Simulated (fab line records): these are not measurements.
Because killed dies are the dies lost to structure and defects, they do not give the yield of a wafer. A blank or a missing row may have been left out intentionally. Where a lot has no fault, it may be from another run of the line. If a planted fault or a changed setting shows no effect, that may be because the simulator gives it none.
fab line records	flow berkeley_cmos170
record lots=13	wafers=39	last_day=13
route steps=331 shown ACTIVE@73 PFIELD@85 NLDD@168 SPACER@171 PSD@175
lots with no fault: from the same line, run without faults
start_h: the number of hours between the record's first day and the start of the first shown wafer of the lot	wait_h: how many hours have passed since the lot's step before this one	" as in the row above	L1.1+2: several wafers, shown together as one row	- no value, or no start given	* or withheld: withheld	< > ~ a bound
route shown NAME@n: NAME is a module with steps in the file, n the number in the route of the first one	usual: mean/standard deviation taken from wafers without a fault	same: alike in all rows	chamber/n: place in a boat	sites: the reading at each site	_std_site: standard deviation of those values	_edge_site: mean of outer sites minus mean of inner sites	radius_mm: for every site, how far away it sits from the centre of the wafer	mask NAME#n: copy n	behind: the tool/chamber that last shaped the wafer	hold: cause of the lot's hold/its duration in hours/its outcome	device: the n, p or np transistor that did not switch	end of line: at the end of the route, the tests of the same wafers	a step given without rows: its recipe and nothing more	killed: the dies lost at the first sort to structure and to defects; this is not the yield of the wafer	map: shows each die of a wafer: x if killed, . if not, _ if none is there
set.NAME: the setting the step ran with; set.NAME@STEP: the setting that earlier step ran with	model.NAME: the simulator's own value behind a step, which no gauge read
a sample of lots followed through the steps of the route, with each step as a table and each wafer as a row
services: when a tool's chamber went out of use (start_h, in hours from the record's first day, below 0 if earlier), for how many hours, and the reason
## steps
# step UCB170_ACTIVE_CD_MEAS_13
# recipe target_cd_nm=1200
# usual cd_nm=1200.2/1.6
lot.wafer	tool	chamber	start_h	wait_h	cd_nm
L188.2	cd_sem-02	-	92.65	-	1202.1
L188.5	"	-	"	"	1199.9
L188.6	"	-	"	"	1201.0
L189.1	cd_sem-02	-	100.75	-	1202.5
L189.2	"	-	"	"	1201.0
L189.5	"	-	"	"	1202.3
L190.1	cd_sem-02	-	114.93	-	1202.8
L190.2	"	-	"	"	1202.2
L190.4	"	-	"	"	1202.0
L193.1	cd_sem-01	-	123.53	-	1197.6
L193.4	"	-	"	"	1198.0
L193.6	"	-	"	"	1198.7
L194.1	cd_sem-01	-	123.77	-	1200.8
L194.3	"	-	"	"	1199.8
L194.4	"	-	"	"	1198.0
L196.1	cd_sem-01	-	130.80	-	1196.2
L196.2	"	-	"	"	1197.0
L196.5	"	-	"	"	1196.5
L195.2	cd_sem-02	-	131.06	-	1200.6
L195.4	"	-	"	"	1200.8
L195.6	"	-	"	"	1200.2
L198.2	cd_sem-02	-	142.68	-	1199.0
L198.4	"	-	"	"	1199.4
L198.5	"	-	"	"	1198.5
L200.1	cd_sem-02	-	155.86	-	1201.5
L200.3	"	-	"	"	1203.2
L200.5	"	-	"	"	1202.7
L202.3	cd_sem-02	-	173.57	-	1200.5
L202.5	"	-	"	"	1200.4
L202.6	"	-	"	"	1200.5
L204.1	cd_sem-01	-	187.20	-	1199.8
L204.4	"	-	"	"	1198.7
L204.6	"	-	"	"	1199.5
L205.1	cd_sem-01	-	187.81	-	1200.0
L205.2	"	-	"	"	1198.5
L205.5	"	-	"	"	1199.7
L211.1	cd_sem-01	-	212.91	-	1202.4
L211.2	"	-	"	"	1202.4
L211.4	"	-	"	"	1201.3
# step UCB170_PFIELD_OVL_MEAS_06
# usual PFIELD_OVL=-3/6.2
lot.wafer	tool	chamber	start_h	wait_h	PFIELD_OVL[nm]
L188.2	overlay-02	-	94.25	-	3
L188.5	"	-	"	"	2
L188.6	"	-	"	"	0
L189.1	overlay-02	-	102.52	-	5
L189.2	"	-	"	"	-10
L189.5	"	-	"	"	2
L190.1	overlay-01	-	116.72	-	7
L190.2	"	-	"	"	3
L190.4	"	-	"	"	0
L194.1	overlay-02	-	126.71	-	-11
L194.3	"	-	"	"	-6
L194.4	"	-	"	"	2
L193.1	overlay-02	-	126.92	-	4
L193.4	"	-	"	"	-5
L193.6	"	-	"	"	-2
L196.1	overlay-02	-	132.53	-	-11
L196.2	"	-	"	"	0
L196.5	"	-	"	"	-6
L195.2	overlay-01	-	133.08	-	-8
L195.4	"	-	"	"	-5
L195.6	"	-	"	"	-6
L198.2	overlay-02	-	144.32	-	10
L198.4	"	-	"	"	4
L198.5	"	-	"	"	4
L200.1	overlay-02	-	159.27	-	-18
L200.3	"	-	"	"	-14
L200.5	"	-	"	"	-15
L202.3	overlay-01	-	177.44	-	1
L202.5	"	-	"	"	-2
L202.6	"	-	"	"	0
L204.1	overlay-02	-	189.10	-	0
L204.4	"	-	"	"	-2
L204.6	"	-	"	"	-1
L205.1	overlay-01	-	190.02	-	-6
L205.2	"	-	"	"	-12
L205.5	"	-	"	"	-7
L211.1	overlay-02	-	215.39	-	-8
L211.2	"	-	"	"	1
L211.4	"	-	"	"	-2
# step UCB170_NLDD_STRIP_10
# recipe chemistry=O2	power_w=400	pressure_mtorr=3500	platen_temp_c=withheld	o2_flow_sccm=400	overash_fraction=0.5
# usual drypump_motor_current_A=5.5/0.51	oes_product_au=0.734/0.0048	strip_time_to_endpoint_s=21.65/0.057
lot.wafer	tool	chamber	start_h	wait_h	drypump_motor_current_A	oes_product_au	rf_hours_counter_h	strip_time_to_endpoint_s
L188.2	plasma_asher-03	0	159.34	0.1	5.7	0.740	38	21.64
L188.5	"	0	"	"	5.7	0.737	-	21.61
L188.6	"	1	"	"	6.4	0.732	-	21.62
L189.1	plasma_asher-01	0	160.27	0.1	5.2	0.726	40	21.59
L189.2	"	1	"	"	4.8	0.731	40	21.58
L189.5	"	0	"	"	5.2	0.741	-	21.63
L190.1	plasma_asher-04	1	174.95	0.1	5.3	0.727	6	21.49
L190.2	"	0	"	"	6.0	0.729	6	21.63
L190.4	"	0	"	"	6.0	0.733	-	21.53
L193.1	plasma_asher-04	1	190.10	0.1	5.3	0.730	8	21.71
L193.4	"	0	"	"	6.0	0.734	-	21.69
L193.6	"	1	"	"	5.3	0.740	-	21.70
L194.1	plasma_asher-01	1	190.23	0.1	4.8	0.733	43	21.65
L194.3	"	0	"	"	5.2	0.735	-	21.65
L194.4	"	1	"	"	4.8	0.735	-	21.59
L195.2	plasma_asher-03	0	194.62	0.1	5.7	0.732	41	21.69
L195.4	"	0	"	"	5.7	0.730	-	21.71
L195.6	"	1	"	"	6.4	0.741	-	21.73
L196.1	plasma_asher-04	0	195.75	0.1	6.0	0.731	8	21.64
L196.2	"	1	"	"	5.3	0.734	8	21.68
L196.5	"	1	"	"	5.3	0.735	-	21.73
L198.2	plasma_asher-01	0	203.87	0.1	5.2	0.740	44	21.76
L198.4	"	0	"	"	5.2	0.734	-	21.71
L198.5	"	0	"	"	5.2	0.727	-	21.70
L200.1	plasma_asher-01	1	223.94	0.1	4.8	0.734	46	21.68
L200.3	"	0	"	"	5.2	0.724	-	21.61
L200.5	"	1	"	"	4.8	0.736	-	21.67
L202.3	plasma_asher-04	1	243.65	0.1	5.3	0.733	-	21.66
L202.5	"	1	"	"	5.3	0.725	-	21.68
L202.6	"	0	"	"	6.0	0.734	-	21.68
L204.1	plasma_asher-04	1	248.07	0.1	5.3	0.732	13	21.69
L204.4	"	1	"	"	5.3	0.736	-	21.66
L204.6	"	0	"	"	6.0	0.728	-	21.74
L205.1	plasma_asher-03	0	248.99	0.1	5.7	0.735	47	21.65
L205.2	"	1	"	"	6.4	0.731	47	21.53
L205.5	"	1	"	"	6.4	0.737	-	21.55
L211.1	plasma_asher-04	0	283.64	0.1	6.0	0.735	18	21.67
L211.2	"	1	"	"	5.3	0.739	18	21.73
L211.4	"	0	"	"	6.0	0.738	-	21.59
# step UCB170_SPACER_CVD_00
# recipe material=SiO2	target_thk_nm=376	temp_c=390	precursor=TEOS/O2	time_s=47	rf_w=550	pressure_mtorr=9000
# usual heater_power_w=275/50	pressure_mtorr=8999/19	susceptor_temp_C=390.00/0.24
lot.wafer	tool	chamber	start_h	wait_h	heater_power_w	pressure_mtorr	since_wet_clean_h	susceptor_temp_C
L188.2	pecvd-03	0	159.68	0.0	326	8999	10	390.00
L188.5	"	0	"	"	225	8996	-	390.11
L188.6	"	1	"	"	284	8985	-	390.31
L189.1	pecvd-01	2	160.72	0.0	291	9009	346	390.19
L189.2	"	1	"	"	265	9008	346	389.50
L189.5	"	2	"	"	295	9002	-	389.81
L190.1	pecvd-02	2	176.94	0.0	337	8988	148	389.76
L190.2	"	1	"	"	358	8989	148	389.90
L190.4	"	0	"	"	181	8972	-	390.28
L193.1	pecvd-02	2	190.44	0.0	310	8992	162	390.06
L193.4	"	0	"	"	221	9023	-	389.55
L193.6	"	1	"	"	347	8997	-	389.91
L194.1	pecvd-03	0	190.62	0.0	279	8991	41	390.06
L194.3	"	2	"	"	261	9006	41	390.23
L194.4	"	2	"	"	272	9001	-	390.05
L195.2	pecvd-03	1	195.16	0.0	239	9008	46	389.71
L195.4	"	2	"	"	283	8985	-	390.29
L195.6	"	1	"	"	253	9016	-	389.56
L196.1	pecvd-02	1	196.09	0.0	327	8986	168	389.84
L196.2	"	0	"	"	225	9005	168	389.89
L196.5	"	1	"	"	336	9017	-	390.11
L198.2	pecvd-01	2	204.28	0.0	259	8968	390	390.45
L198.4	"	2	"	"	266	8957	-	389.71
L198.5	"	1	"	"	311	9008	-	390.06
L200.1	pecvd-02	1	224.35	0.0	301	8992	196	390.32
L200.3	"	0	"	"	196	8967	196	389.84
L200.5	"	2	"	"	369	8997	-	390.12
L202.3	pecvd-03	0	243.96	0.0	243	9036	94	389.71
L202.5	"	2	"	"	287	9002	-	389.89
L202.6	"	1	"	"	237	8982	-	390.36
L204.1	pecvd-02	2	248.42	0.0	299	8991	220	390.14
L204.4	"	2	"	"	321	9016	-	390.01
L204.6	"	0	"	"	191	9003	-	390.30
L205.1	pecvd-03	2	249.37	0.0	289	9007	100	389.94
L205.2	"	0	"	"	249	9004	100	390.09
L205.5	"	2	"	"	292	8987	-	389.97
L211.1	pecvd-03	1	283.97	0.0	241	9036	134	389.95
L211.2	"	0	"	"	262	8981	134	389.89
L211.4	"	0	"	"	283	9025	-	389.84
# step UCB170_SPACER_THK_MEAS_01
# recipe reads=SiO2_of_SPACER_CVD_00
# usual SPACER_TEOS_THK=377/5.8
lot.wafer	tool	chamber	start_h	wait_h	SPACER_TEOS_THK[nm]
L188.2	film_metro-02	-	159.73	0.0	384
L188.5	"	-	"	"	386
L188.6	"	-	"	"	383
L189.1	film_metro-01	-	160.76	0.0	370
L189.2	"	-	"	"	367
L189.5	"	-	"	"	368
L190.1	film_metro-01	-	176.98	0.0	377
L190.2	"	-	"	"	370
L190.4	"	-	"	"	381
L193.1	film_metro-04	-	190.48	0.0	366
L193.4	"	-	"	"	369
L193.6	"	-	"	"	373
L194.1	film_metro-01	-	190.67	0.0	384
L194.3	"	-	"	"	377
L194.4	"	-	"	"	386
L195.2	film_metro-01	-	195.22	0.0	375
L195.4	"	-	"	"	386
L195.6	"	-	"	"	378
L196.1	film_metro-01	-	196.13	0.0	370
L196.2	"	-	"	"	371
L196.5	"	-	"	"	372
L198.2	film_metro-01	-	204.34	0.0	369
L198.4	"	-	"	"	374
L198.5	"	-	"	"	374
L200.1	film_metro-04	-	224.39	0.0	367
L200.3	"	-	"	"	372
L200.5	"	-	"	"	378
L202.3	film_metro-04	-	244.02	0.0	381
L202.5	"	-	"	"	389
L202.6	"	-	"	"	384
L204.1	film_metro-04	-	248.46	0.0	377
L204.4	"	-	"	"	380
L204.6	"	-	"	"	424
L205.1	film_metro-01	-	249.42	0.0	379
L205.2	"	-	"	"	385
L205.5	"	-	"	"	382
L211.1	film_metro-02	-	284.01	0.0	369
L211.2	"	-	"	"	377
L211.4	"	-	"	"	379
# step UCB170_SPACER_ETCHBACK_03
# recipe stop_on=Si	target=SiO2	chemistry=CHF3/CF4/Ar	CHF3_flow_sccm=50	cf4_flow_sccm=10	Ar_flow_sccm=120	pressure_mtorr=200	rf_w=500	target_depth_a=3760	time_s=100
# usual drypump_motor_current_A=5.5/0.42	oes_product_au=0.907/0.016	throttle_valve_pct=6.44/0.15
lot.wafer	tool	chamber	start_h	wait_h	drypump_motor_current_A	oes_product_au	rf_hours_counter_h	throttle_valve_pct
L188.2	rie_diel-04	1	167.07	0.0	6.1	0.913	25	6.48
L188.5	"	1	"	"	6.2	0.918	-	6.48
L188.6	"	0	"	"	5.8	0.933	-	6.39
L189.1	rie_diel-03	3	167.07	0.0	5.2	0.878	125	6.54
L189.2	"	1	"	"	5.9	0.892	46	6.70
L189.5	"	1	"	"	5.9	0.889	-	6.68
L190.1	rie_diel-03	0	183.40	0.0	5.3	0.927	0	6.20
L190.2	"	3	"	"	5.2	0.877	126	6.53
L190.4	"	1	"	"	5.9	0.911	46	6.68
L193.1	rie_diel-03	3	197.70	0.0	5.2	0.880	126	6.54
L193.4	"	0	"	"	5.3	0.914	-	6.18
L193.6	"	1	"	"	6.0	0.888	-	6.69
L194.1	rie_diel-01	3	197.70	0.0	5.7	0.925	2	6.73
L194.3	"	0	"	"	5.5	0.900	149	6.29
L194.4	"	2	"	"	4.7	0.905	-	6.38
L195.2	rie_diel-03	0	197.77	0.1	5.3	0.921	1	6.22
L195.4	"	1	"	"	5.9	0.929	-	6.67
L195.6	"	3	"	"	5.2	0.895	-	6.55
L196.1	rie_diel-01	3	197.77	0.1	5.7	0.907	2	6.72
L196.2	"	0	"	"	5.5	0.890	149	6.29
L196.5	"	2	"	"	4.7	0.881	-	6.38
L198.2	rie_diel-03	3	209.40	0.0	5.2	0.875	127	6.55
L198.4	"	0	"	"	5.3	0.918	1	6.23
L198.5	"	0	"	"	5.3	0.922	-	6.20
L200.1	rie_diel-03	0	230.43	0.0	5.3	0.904	2	6.20
L200.3	"	3	"	"	5.2	0.888	128	6.52
L200.5	"	3	"	"	5.2	0.900	-	6.54
L202.3	rie_diel-03	1	250.10	0.0	5.9	0.911	50	6.69
L202.5	"	3	"	"	5.2	0.924	-	6.55
L202.6	"	2	"	"	4.8	0.925	-	6.31
L204.1	rie_diel-04	3	250.10	0.0	5.7	0.893	8	6.44
L204.4	"	0	"	"	5.8	0.904	2	6.40
L204.6	"	1	"	"	6.2	0.959	-	6.49
L205.1	rie_diel-01	3	254.78	0.0	5.7	0.918	5	6.70
L205.2	"	2	"	"	4.7	0.911	82	6.39
L205.5	"	0	"	"	5.5	0.908	-	6.31
L211.1	rie_diel-03	1	292.21	0.1	5.9	0.889	52	6.68
L211.2	"	3	"	"	5.2	0.896	132	6.55
L211.4	"	0	"	"	5.3	0.924	-	6.21
# step UCB170_PSD_HMDS_00
# recipe prime_time_s=60	prime_temp_c=100
# same prime_time_s=60
lot.wafer	tool	chamber	start_h	wait_h
L189.1+2+5	litho_track-01	0	167.46	0.4
L188.2+5+6	litho_track-03	0	167.52	0.4
L190.1+2+4	litho_track-04	0	183.47	0.0
L193.1+4+6	litho_track-04	0	197.77	0.0
L194.1+3+4	litho_track-03	0	197.99	0.3
L196.1+2+5	litho_track-03	0	198.44	0.6
L195.2+4+6	litho_track-01	0	198.44	0.6
L198.2+4+5	litho_track-04	0	209.85	0.4
L200.1+3+5	litho_track-03	0	230.63	0.2
L204.1+4	litho_track-04	0	250.17	0.0
L202.3+5+6	litho_track-03	0	250.22	0.1
L205.1+2+5	litho_track-03	0	255.90	1.1
L211.1+2+4	litho_track-01	0	292.66	0.4
# step UCB170_PSD_COAT_01
# recipe resist=KrF	spin_rpm=1500	resist_thk_nm=900
lot.wafer	tool	chamber	start_h	wait_h
L189.1+2+5	litho_track-01	0	167.61	0.1
L188.2+5+6	litho_track-03	0	167.67	0.1
L190.1+2+4	litho_track-04	0	183.62	0.1
L193.1+4+6	litho_track-04	0	197.92	0.1
L194.1+3+4	litho_track-03	0	198.14	0.1
L196.1+2+5	litho_track-03	0	198.59	0.1
L195.2+4+6	litho_track-01	0	198.59	0.1
L198.2+4+5	litho_track-04	0	210.00	0.1
L200.1+3+5	litho_track-03	0	230.78	0.1
L204.1+4	litho_track-04	0	250.32	0.1
L202.3+5+6	litho_track-03	0	250.37	0.1
L205.1+2+5	litho_track-03	0	256.05	0.1
L211.1+2+4	litho_track-01	0	292.81	0.1
## services
tool	chamber	start_h	hours	kind
pecvd-03	-	135.50	14.0	pm
plasma_asher-01	-	137.47	0.7	repair
rie_diel-04	3	147.08	3.6	repair
rie_diel-03	-	154.90	2.8	pm
pecvd-01	-	164.35	28.1	pm
rie_diel-04	2	164.47	11.1	repair
rie_diel-03	0	164.72	3.6	repair
rie_diel-01	1	176.42	29.1	repair
plasma_asher-03	-	178.34	4.8	repair
rie_diel-04	3	178.35	5.9	repair
rie_diel-04	2	178.94	10.1	repair
rie_diel-03	2	186.21	21.3	repair
plasma_asher-03	-	205.17	0.7	repair
rie_diel-04	1	205.23	3.7	repair
pecvd-01	-	211.23	1.2	repair
pecvd-02	1	214.00	4.8	repair
rie_diel-01	1	215.62	7.8	repair
pecvd-02	-	228.03	4.2	repair
pecvd-01	-	231.60	0.8	repair
pecvd-03	-	232.99	0.5	repair
plasma_asher-03	-	250.54	4.3	repair
plasma_asher-03	-	258.00	1.0	repair
plasma_asher-03	-	280.29	16.9	pm
rie_diel-03	2	281.07	17.1	repair
## key
first_sign step=UCB170_SPACER_THK_MEAS_01	reading=SPACER_TEOS_THK	direction=up	sigmas=8.1	usual=377	struck=424
effect step=UCB170_SPACER_ETCHBACK_03	reading=oes_product_au	direction=up	sigmas=3.2	usual=0.907	struck=0.959
effect step=UCB170_PSD_HMDS_00	reading=visit	direction=missing
effect step=UCB170_PSD_COAT_01	reading=visit	direction=missing
met_at UCB170_SPACER_CVD_00
struck_lots L204
struck_wafers L204.6
later_rows_left_out L204.6
sort_left_out L204.6
tester_left_out L204
not_acting_at UCB170_ACTIVE_CD_MEAS_13,UCB170_PFIELD_OVL_MEAS_06,UCB170_NLDD_STRIP_10
onset_between 224.35 248.42
fault kind=process_parameter_drift	tool=pecvd-02	chamber=0	onset_h=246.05	steps=UCB170_SPACER_CVD_00	channel=target_thk_nm	offset=45.583	shape=step	end_h=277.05	acts_in=these_recipes_only	stated=376
# tester_left_out: of these lots the tester's yield and bins aren't shown, on N5 and GAA mostly nor the transistor test; their killed dies are dies lost to structure and defects alone, not to doping, threshold or leakage, so they don't give the yield
# sort_left_out: the simulated sort isn't trusted on such a fault, so these wafers' sort isn't shown, and their yield isn't known
# later_rows_left_out: the simulator's readings of these wafers behind a module that went badly wrong aren't trusted and aren't shown, but for the sort
